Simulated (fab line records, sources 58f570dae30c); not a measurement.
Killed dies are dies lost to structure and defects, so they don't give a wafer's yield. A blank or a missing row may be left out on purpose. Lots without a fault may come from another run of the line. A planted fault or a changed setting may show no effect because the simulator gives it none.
Which tool did it? | flow berkeley_cmos170 | 15 lots, 45 wafers sampled, at 6 steps of a route of 331

WHAT THE GAUGES READ, wafer by wafer
UCB170_WELLDRIVE_THK_MEAS_02.
lot  | measured    | on            | WELLDRIVE_OXIDE_THK (nm)
L917 | day 4 11:26 | film_metro-02 | 202 205 203
L918 | day 4 11:26 | film_metro-03 | 196 199 199
L919 | day 4 11:30 | film_metro-02 | 201 203 202
L921 | day 4 22:28 | film_metro-03 | 197 195 192
L922 | day 4 22:27 | film_metro-02 | 199 197 193
L923 | day 5 13:19 | film_metro-02 | 202 206 202
L924 | day 6 04:16 | film_metro-03 | 195 193 198
L925 | day 6 04:16 | film_metro-02 | 197 198 197
L928 | day 6 18:37 | film_metro-01 | 197 195 199
L933 | day 7 19:46 | film_metro-01 | 197 200 196
L937 | day 8 15:12 | film_metro-02 | 197 195 198
L938 | day 8 15:11 | film_metro-03 | 193 191 193

UCB170_ACTIVE_THK_MEAS_06.
lot  | measured    | on            | ACTIVE_NITRIDE_THK (nm)
L917 | day 5 08:19 | film_metro-01 | 221.7 222.1 221.3
L918 | day 5 08:22 | film_metro-01 | 221.3 221.9 221.1
L919 | day 5 08:19 | film_metro-02 | 216.3 216.0 215.3
L921 | day 5 18:46 | film_metro-02 | 218.8 221.5 218.0
L922 | day 5 18:45 | film_metro-04 | 219.3 218.4 217.2
L923 | day 6 12:17 | film_metro-02 | 224.4 224.0 224.4
L924 | day 6 23:13 | film_metro-02 | 218.4 218.0 218.2
L925 | day 6 23:16 | film_metro-02 | 218.0 218.4 216.8
L928 | day 7 13:35 | film_metro-04 | 216.9 215.6 217.8
L933 | day 8 17:54 | film_metro-01 | 216.2 215.8 215.8
L937 | day 9 03:32 | film_metro-04 | 217.2 218.0 216.5
L938 | day 9 03:31 | film_metro-01 | 218.5 219.0 217.2

WHICH TOOL RAN EACH LOT (tool, then ch and the chambers of the sampled wafers, then the start)
lot  | UCB170_ZERO_DEVELOP_05           | UCB170_ZERO_ETCH_06               | UCB170_ZERO_STRIP_07                | UCB170_NWELL_ETCH_13
L917 | litho_track-03 ch 0, day 2 11:00 | rie_diel-01 ch 0,2,3, day 2 11:19 | plasma_asher-03 ch 0,1, day 2 11:20 | rie_diel-03 ch 0,1,2, day 3 03:03
L918 | litho_track-01 ch 0, day 2 15:00 | rie_diel-01 ch 0,1,2, day 2 15:37 | plasma_asher-03 ch 0,1, day 2 15:38 | rie_diel-02 ch 0,1,3, day 3 07:11
L919 | litho_track-03 ch 0, day 2 15:00 | rie_diel-01 ch 0,1,2, day 2 15:47 | plasma_asher-03 ch 0,1, day 2 15:49 | rie_diel-03 ch 0,3, day 3 06:55
L921 | litho_track-01 ch 0, day 3 05:00 | rie_diel-01 ch 1,3, day 3 05:28   | plasma_asher-01 ch 0,1, day 3 05:31 | rie_diel-02 ch 1,2, day 3 18:50
L922 | litho_track-01 ch 0, day 3 05:00 | rie_diel-04 ch 0,2,3, day 3 05:44 | plasma_asher-03 ch 0,1, day 3 05:46 | rie_diel-01 ch 0,2,3, day 3 19:04
L923 | litho_track-01 ch 0, day 3 13:00 | rie_diel-01 ch 2,3, day 3 13:43   | plasma_asher-01 ch 0,1, day 3 13:44 | rie_diel-03 ch 0,2,3, day 4 06:05
L924 | litho_track-02 ch 0, day 3 19:00 | rie_diel-04 ch 0,1,2, day 3 19:59 | plasma_asher-01 ch 1, day 3 20:00   | rie_diel-01 ch 1,3, day 4 11:17
L925 | litho_track-01 ch 0, day 4 01:00 | rie_diel-04 ch 0,1,3, day 4 01:36 | plasma_asher-03 ch 0,1, day 4 01:37 | rie_diel-02 ch 0,1,2, day 4 11:34
L928 | litho_track-01 ch 0, day 4 14:00 | rie_diel-01 ch 1,2, day 4 14:17   | plasma_asher-01 ch 0,1, day 4 14:19 | rie_diel-01 ch 2,3, day 5 04:52
L929 | litho_track-01, day 4 20:00      | rie_diel-02 ch 0,2, day 4 20:20   | plasma_asher-03 ch 0,1, day 4 20:21 | -
L930 | litho_track-01, day 5 01:00      | rie_diel-01 ch 0,1,2, day 5 02:07 | plasma_asher-03 ch 0,1, day 5 02:08 | -
L931 | litho_track-03, day 5 07:00      | rie_diel-02 ch 0,1,3, day 5 07:49 | plasma_asher-03 ch 0,1, day 5 07:52 | -
L933 | litho_track-02 ch 0, day 5 13:00 | rie_diel-04 ch 0,1,2, day 5 13:33 | plasma_asher-01 ch 0,1, day 5 13:34 | rie_diel-01 ch 0,1,2, day 6 08:01
L937 | litho_track-01 ch 0, day 6 11:00 | rie_diel-01 ch 0,2,3, day 6 11:28 | plasma_asher-01 ch 0,1, day 6 11:32 | rie_diel-02 ch 2,3, day 7 03:26
L938 | litho_track-02 ch 0, day 6 15:00 | rie_diel-01 ch 0,1,2, day 6 15:22 | plasma_asher-03 ch 0,1, day 6 15:23 | rie_diel-01 ch 0,1,3, day 7 03:27
- UCB170_ZERO_DEVELOP_05: develop time 45 s.
- UCB170_ZERO_ETCH_06: etches SiO2 in CHF3/CF4/Ar, time 12 s.
- UCB170_ZERO_STRIP_07: strips in O2.
- UCB170_NWELL_ETCH_13: etches Si3N4 in CH3F/Ar/O2, stops on SiO2, target depth 246.4 nm, time 154 s.

WHAT THE TOOLS THEMSELVES READ (means of the sampled wafers that have a number; where no wafer has one, the mark that the record gives instead)
UCB170_ZERO_DEVELOP_05.
lot  | tool           | chill_plate_temp_C (C) | developer_temp_C (C)
L917 | litho_track-03 | 23.04                  | 21.02
L918 | litho_track-01 | 23.00                  | 21.04
L919 | litho_track-03 | 22.93                  | 21.06
L921 | litho_track-01 | 22.87                  | 21.05
L922 | litho_track-01 | 23.17                  | 21.01
L923 | litho_track-01 | 23.14                  | 21.01
L924 | litho_track-02 | 23.07                  | 21.06
L925 | litho_track-01 | 22.92                  | 20.94
L928 | litho_track-01 | 23.14                  | 20.88
L929 | litho_track-01 | -                      | -
L930 | litho_track-01 | -                      | -
L931 | litho_track-03 | -                      | -
L933 | litho_track-02 | 23.04                  | 20.89
L937 | litho_track-01 | 23.08                  | 21.10
L938 | litho_track-02 | 22.99                  | 20.95

UCB170_ZERO_ETCH_06.
lot  | tool        | drypump_motor_current_A (A) | oes_product_au (a.u.) | throttle_valve_pct (%)
L917 | rie_diel-01 | 5.6                         | 0.624                 | 9.33
L918 | rie_diel-01 | 5.1                         | 0.629                 | 9.25
L919 | rie_diel-01 | 5.1                         | 0.628                 | 9.24
L921 | rie_diel-01 | 5.6                         | 0.614                 | 9.25
L922 | rie_diel-04 | 5.5                         | 0.603                 | 9.15
L923 | rie_diel-01 | 5.2                         | 0.622                 | 9.42
L924 | rie_diel-04 | 5.8                         | 0.607                 | 9.12
L925 | rie_diel-04 | 5.7                         | 0.613                 | 9.16
L928 | rie_diel-01 | 4.7                         | 0.624                 | 9.21
L929 | rie_diel-02 | 5.3                         | 0.383                 | 9.11
L930 | rie_diel-01 | 5.1                         | 0.385                 | 9.22
L931 | rie_diel-02 | 5.2                         | 0.375                 | 9.14
L933 | rie_diel-04 | 5.8                         | 0.612                 | 9.11
L937 | rie_diel-01 | 5.6                         | 0.620                 | 9.32
L938 | rie_diel-01 | 5.1                         | 0.625                 | 9.24

UCB170_ZERO_STRIP_07.
lot  | tool            | drypump_motor_current_A (A) | oes_product_au (a.u.) | strip_time_to_endpoint_s (s)
L917 | plasma_asher-03 | 4.8                         | 0.727                 | 21.40
L918 | plasma_asher-03 | 4.8                         | 0.726                 | 21.54
L919 | plasma_asher-03 | 4.8                         | 0.725                 | 21.45
L921 | plasma_asher-01 | 6.1                         | 0.724                 | 21.55
L922 | plasma_asher-03 | 4.8                         | 0.726                 | 21.51
L923 | plasma_asher-01 | 6.1                         | 0.728                 | 21.56
L924 | plasma_asher-01 | 6.0                         | 0.723                 | 21.55
L925 | plasma_asher-03 | 4.8                         | 0.726                 | 21.46
L928 | plasma_asher-01 | 6.1                         | 0.728                 | 21.59
L929 | plasma_asher-03 | 4.8                         | 0.728                 | 21.83
L930 | plasma_asher-03 | 4.8                         | 0.728                 | 21.81
L931 | plasma_asher-03 | 4.8                         | 0.726                 | 21.91
L933 | plasma_asher-01 | 6.1                         | 0.729                 | 21.58
L937 | plasma_asher-01 | 6.1                         | 0.727                 | 21.43
L938 | plasma_asher-03 | 4.8                         | 0.725                 | 21.50

UCB170_NWELL_ETCH_13.
lot  | tool        | drypump_motor_current_A (A) | oes_product_au (a.u.) | throttle_valve_pct (%)
L917 | rie_diel-03 | 5.9                         | 0.934                 | 8.01
L918 | rie_diel-02 | 5.1                         | 0.933                 | 7.98
L919 | rie_diel-03 | 6.2                         | 0.953                 | 8.17
L921 | rie_diel-02 | 5.2                         | 0.935                 | 8.08
L922 | rie_diel-01 | 5.6                         | 0.944                 | 8.14
L923 | rie_diel-03 | 6.2                         | 0.949                 | 8.08
L924 | rie_diel-01 | 5.6                         | 0.936                 | 8.07
L925 | rie_diel-02 | 5.2                         | 0.963                 | 8.02
L928 | rie_diel-01 | 5.2                         | 0.951                 | 8.21
L933 | rie_diel-01 | 5.1                         | 0.956                 | 8.05
L937 | rie_diel-02 | 5.1                         | 0.945                 | 8.04
L938 | rie_diel-01 | 5.5                         | 0.944                 | 8.03

THE ANSWER, worked out from the rows above alone
Rule: what is usual is taken from the lots themselves. Put in order of their means at a reading, lots are off if they are a third of the lots or fewer, leave a main group of 4 or more, and stand apart from it by a gap of 3 or more times the standard deviation of the main group's means; of several such gaps the widest counts. A main group whose means are all the same, to the digits that the tables above print for the reading, isn't used. A lot without any number at a reading at which 4 lots or more have one is off too. The other lots that the step has rows for count as sound. The gauges are gone through in route order, then the tools' own readings, and for those a lot's mean is taken as printed above. The first step at which some lot is off is used, and at that step the reading that is off furthest; a lot without a number counts as furthest.
Off: L929, L930, L931, at UCB170_ZERO_DEVELOP_05 (chill_plate_temp_C). Without a number there: L929, L930, L931. The main group: mean 23.03 C, standard deviation 0.09.
A tool fits if, at that step or a process step before it, it ran every lot that is off, and no sound lot after the first of them. None of those tried fits.

WHAT THE SIMULATOR HAD PUT IN
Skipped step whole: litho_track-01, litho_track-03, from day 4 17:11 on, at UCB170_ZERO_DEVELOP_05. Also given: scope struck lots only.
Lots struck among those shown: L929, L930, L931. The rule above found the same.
